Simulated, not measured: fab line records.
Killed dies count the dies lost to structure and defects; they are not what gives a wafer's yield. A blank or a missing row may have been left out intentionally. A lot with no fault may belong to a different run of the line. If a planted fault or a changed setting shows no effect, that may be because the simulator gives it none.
Which tool is to blame? || flow berkeley-cmos170 || Sampling: 7 lots, 21 wafers, 2 of 331 route steps

## WHAT THE GAUGES SHOWED, per wafer
UCB170_M1_RS_MEAS_01: the measuring method here is four-point-probe.
{"lot": "L705", "measured": "day 7 23:24", "on": "film-metro-03", "M1_AL_RS (ohm/sq)": "0.0485 0.0482 0.0481"}
{"lot": "L707", "measured": "day 8 05:32", "on": "film-metro-03", "M1_AL_RS (ohm/sq)": "0.0483 0.0481 0.0487"}
{"lot": "L709", "measured": "day 9 07:07", "on": "film-metro-01", "M1_AL_RS (ohm/sq)": "0.0486 0.0486 0.0486"}
{"lot": "L712", "measured": "day 9 12:46", "on": "film-metro-02", "M1_AL_RS (ohm/sq)": "0.0480 0.0482 0.0483"}
{"lot": "L714", "measured": "day 9 18:38", "on": "film-metro-01", "M1_AL_RS (ohm/sq)": "0.0478 0.0486 0.0485"}
{"lot": "L716", "measured": "day 10 11:37", "on": "film-metro-02", "M1_AL_RS (ohm/sq)": "0.0490 0.0491 0.0492"}
{"lot": "L724", "measured": "day 11 11:55", "on": "film-metro-03", "M1_AL_RS (ohm/sq)": "0.0484 0.0482 0.0746"}

## EACH LOT AND THE TOOL THAT RAN IT (in order: tool; ch and the chambers of the sampled wafers; start)
{"lot": "L705", "UCB170_M1_SPUTTER_00": "pvd-sputter-01, day 7 23:19"}
{"lot": "L707", "UCB170_M1_SPUTTER_00": "pvd-sputter-03, day 8 05:26"}
{"lot": "L709", "UCB170_M1_SPUTTER_00": "pvd-sputter-03, day 9 07:03"}
{"lot": "L712", "UCB170_M1_SPUTTER_00": "pvd-sputter-04, day 9 12:40"}
{"lot": "L714", "UCB170_M1_SPUTTER_00": "pvd-sputter-01, day 9 18:34"}
{"lot": "L716", "UCB170_M1_SPUTTER_00": "pvd-sputter-04, day 10 11:32"}
{"lot": "L724", "UCB170_M1_SPUTTER_00": "pvd-sputter-04, day 11 11:50"}
- UCB170_M1_SPUTTER_00: material Al, target thk 600 nm, time 80 s.

## THE ANSWER, worked out from the rows above alone
Rule: usual is defined by the lots themselves. The widest of any qualifying gaps counts: lots, ordered by their means at a reading, are off when they make up no more than a third of the lots, leave a main group of 4 or more, and stand apart from it by 3 or more times the standard deviation of that group's means. If all means in a main group match to the digits the tables above print for the reading, that group is not used. A lot without any number at a reading at which 4 lots or more have one is off too. Where the step has rows for the other lots, those lots are counted as sound.
Off: at UCB170_M1_RS_MEAS_01 (M1_AL_RS), L724. For the main group the mean is 0.0485 ohm/sq and the standard deviation 0.00031.
A tool fits if, at a process step before that reading, it ran every lot that is off, and no sound lot after the first of them. The gauges at UCB170_M1_RS_MEAS_01 are tried like those tools. Undecided on this evidence; 2 tools fit (pvd-sputter-04 at UCB170_M1_SPUTTER_00, film-metro-03 at UCB170_M1_RS_MEAS_01).

## WHAT HAD BEEN PUT IN BY THE SIMULATOR
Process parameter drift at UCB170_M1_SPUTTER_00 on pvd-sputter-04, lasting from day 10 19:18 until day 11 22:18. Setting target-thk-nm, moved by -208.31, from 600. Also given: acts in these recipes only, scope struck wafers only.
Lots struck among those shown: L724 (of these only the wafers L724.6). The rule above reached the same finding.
